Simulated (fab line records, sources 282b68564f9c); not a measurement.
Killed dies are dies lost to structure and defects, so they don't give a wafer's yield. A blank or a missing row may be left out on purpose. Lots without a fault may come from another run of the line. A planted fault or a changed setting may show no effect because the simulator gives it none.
fab line records | flow rit_cmos
record lots=5 wafers=23
route steps=202 shown M1@192
start_h: hours from the record's first day to the start of the lot's first wafer shown | wait_h: hours since the lot's step before | " the same as in the row above | L1.1+2: a row that stands for several wafers | - no value, or no start given | * or withheld: withheld | < > ~ a bound
route shown NAME@n: a module of which the file shows steps, and the number in the route of the first | usual: mean/standard deviation of fault-free wafers | same: alike in all rows | chamber/n: place in a boat | sites: the reading at each site | _std_site: their standard deviation | _edge_site: outer sites' mean less inner sites' | radius_mm: how far each site lies from the wafer's centre | mask NAME#n: copy n | behind: the tool/chamber that last shaped the wafer | hold: why the lot was held/for how many hours/how that ended | device: the transistor (n, p or np) that didn't switch | end of line: the same wafers' tests at the end of the route | a step without rows: its recipe alone | killed: dies lost to structure and defects at the first sort, not the wafer's yield | map: a wafer's dies, x killed, . not, _ none there
set.NAME: the setting as run; set.NAME@STEP: as run at that earlier step | model.NAME: the simulator's own value behind a step, which no gauge read
lots whose settings were changed on purpose; a table a step, a row a wafer
## steps
# step RIT_M1_DEVELOP_08
# recipe resist=NOVOLAK develop_time_s=68 dev_temp_c=23
# columns lot.wafer tool chamber start_h wait_h set.develop_time_s
L075.1+5 litho_track-04 0 - - 68
L075.2+3+4 " 0 " " 62.35
L076.1+4+5 litho_track-02 0 - - 68
L080.1+4+5 litho_track-04 0 - - 76.99
L080.2+3 " 0 " " 68
L082.1+2 litho_track-01 0 - - 65.16
L082.3+4+5 " 0 " " 68
L085.2+6 litho_track-02 0 - - 63.72
L085.3+4+5 " 0 " " 68
# step RIT_M1_CD_MEAS_09
# recipe target_cd_nm=2600
# usual cd_nm=2600.2/2.5
# columns lot.wafer tool chamber start_h wait_h set.develop_time_s@M1_DEVELOP_08 cd_nm
L075.1 cd_sem-02 - 60.07 - 68 2606.3
L075.2 " - " " 62.35 2608.6
L075.3 " - " " 62.35 2616.5
L075.4 " - " " 62.35 2611.6
L075.5 " - " " 68 2604.3
L076.1 cd_sem-02 - 66.74 - 68 2599.2
L076.4 " - " " 68 2601.5
L076.5 " - " " 68 2599.9
L080.1 cd_sem-01 - 85.48 - 76.99 2582.9
L080.2 " - " " 68 2596.3
L080.3 " - " " 68 2596.6
L080.4 " - " " 76.99 2587.4
L080.5 " - " " 76.99 2582.5
L082.1 cd_sem-01 - 95.23 - 65.16 2608.7
L082.2 " - " " 65.16 2607.4
L082.3 " - " " 68 2604.6
L082.4 " - " " 68 2604.1
L082.5 " - " " 68 2604.3
L085.2 cd_sem-01 - 108.72 - 63.72 2606.8
L085.3 " - " " 68 2600.8
L085.4 " - " " 68 2600.1
L085.5 " - " " 68 2600.9
L085.6 " - " " 63.72 2608.8
# step RIT_M1_HARDBAKE_11
# recipe resist=NOVOLAK temp_c=140 time_s=120
# columns lot.wafer tool chamber start_h wait_h set.resist_thk_nm@M1_COAT_04 model.NOVOLAK_of_M1_COAT_04.thk_nm
L075.1 litho_track-04 0 60.23 0.0 1338 1169
L075.2 " 0 " " 1300 1132
L075.3 " 0 " " 1338 1167
L075.4 " 0 " " 1300 1140
L075.5 " 0 " " 1300 1136
L076.1+4 litho_track-01 0 66.90 0.0 1300 1138
L076.5 " 0 " " 1300 1139
L080.1 litho_track-04 0 85.64 0.0 1253 1097
L080.2 " 0 " " 1253 1098
L080.3 " 0 " " 1300 1137
L080.4 " 0 " " 1300 1140
L080.5 " 0 " " 1253 1099
L082.1 litho_track-01 0 95.39 0.0 1300 1138
L082.2 " 0 " " 1300 1139
L082.3 " 0 " " 1300 1142
L082.4 " 0 " " 1300 1143
L082.5 " 0 " " 1300 1140
L085.2 litho_track-02 0 108.91 0.1 1300 1134
L085.3 " 0 " " 1300 1131
L085.4+5 " 0 " " 1300 1132
L085.6 " 0 " " 1300 1135
# step RIT_M1_METAL_ETCH_12
# recipe stop_on=SiO2 chemistry=Cl2/BCl3 target=Al time_s=165 over_etch_frac=0.5 pressure_mtorr=100 target_depth_a=6000 rf_w=250 Cl2_flow_sccm=60 bcl3_flow_sccm=50
# columns lot.wafer tool chamber start_h wait_h set.develop_time_s@M1_DEVELOP_08 model.M1.cd_nm
L075.1 rie_metal-04 0 60.48 0.2 68 2603
L075.2 " 1 " " 62.35 2609
L075.3 " 1 " " 62.35 2617
L075.4 " 0 " " 62.35 2608
L075.5 " 0 " " 68 2601
L076.1+5 rie_metal-03 0,1 67.15 0.2 68 2600
L076.4 " 1 " " 68 2601
L080.1+5 rie_metal-01 1 85.89 0.2 76.99 2584
L080.2 " 0 " " 68 2599
L080.3 " 1 " " 68 2597
L080.4 " 0 " " 76.99 2590
L082.1+2 rie_metal-03 1,0 95.64 0.2 65.16 2610
L082.3 " 1 " " 68 2605
L082.4 " 0 " " 68 2606
L082.5 " 1 " " 68 2604
L085.2 rie_metal-03 1 109.12 0.2 63.72 2606
L085.3 " 1 " " 68 2599
L085.4+5 " 0,1 " " 68 2601
L085.6 " 0 " " 63.72 2610
# step RIT_M1_STRIP_13
# recipe chemistry=nmp resist=NOVOLAK temp_c=80 time_s=600 dry=n2_spin
# step RIT_M1_STRIP_14
# recipe chemistry=O2 time_s=180 platen_temp_c=withheld power_w=500 pressure_mtorr=4000 o2_flow_sccm=4000
# step RIT_M1_CD_MEAS_90
# recipe target_cd_nm=2600
# usual cd_nm=2600.7/2.8
# columns lot.wafer tool chamber start_h wait_h set.develop_time_s@M1_DEVELOP_08 cd_nm
L075.1 cd_sem-02 - 60.99 0.1 68 2603.4
L075.2 " - " " 62.35 2609.1
L075.3 " - " " 62.35 2616.8
L075.4 " - " " 62.35 2608.1
L075.5 " - " " 68 2601.4
L076.1 cd_sem-02 - 67.68 0.1 68 2599.9
L076.4 " - " " 68 2601.0
L076.5 " - " " 68 2599.7
L080.1 cd_sem-01 - 86.40 0.1 76.99 2584.1
L080.2 " - " " 68 2599.5
L080.3 " - " " 68 2597.3
L080.4 " - " " 76.99 2590.6
L080.5 " - " " 76.99 2584.0
L082.1 cd_sem-02 - 96.15 0.1 65.16 2610.4
L082.2 " - " " 65.16 2609.9
L082.3 " - " " 68 2605.4
L082.4 " - " " 68 2605.5
L082.5 " - " " 68 2604.6
L085.2 cd_sem-01 - 109.65 0.1 63.72 2606.0
L085.3 " - " " 68 2599.0
L085.4 " - " " 68 2600.9
L085.5 " - " " 68 2601.1
L085.6 " - " " 63.72 2610.0
## key
split step=RIT_M1_DEVELOP_08 setting=develop_time_s stated=68 by=wafer
response step=RIT_M1_CD_MEAS_09 reading=cd_nm change=-0.93 per=1% r=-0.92
response step=RIT_M1_METAL_ETCH_12 reading=model.M1.cd_nm change=-1.03 per=1% r=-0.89
response step=RIT_M1_CD_MEAS_90 reading=cd_nm change=-1.01 per=1% r=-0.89
split outside_this_file step=RIT_M1_COAT_04 setting=resist_thk_nm
# split outside_this_file: this setting was split too, and the file shows its column; the key of that split is in another file
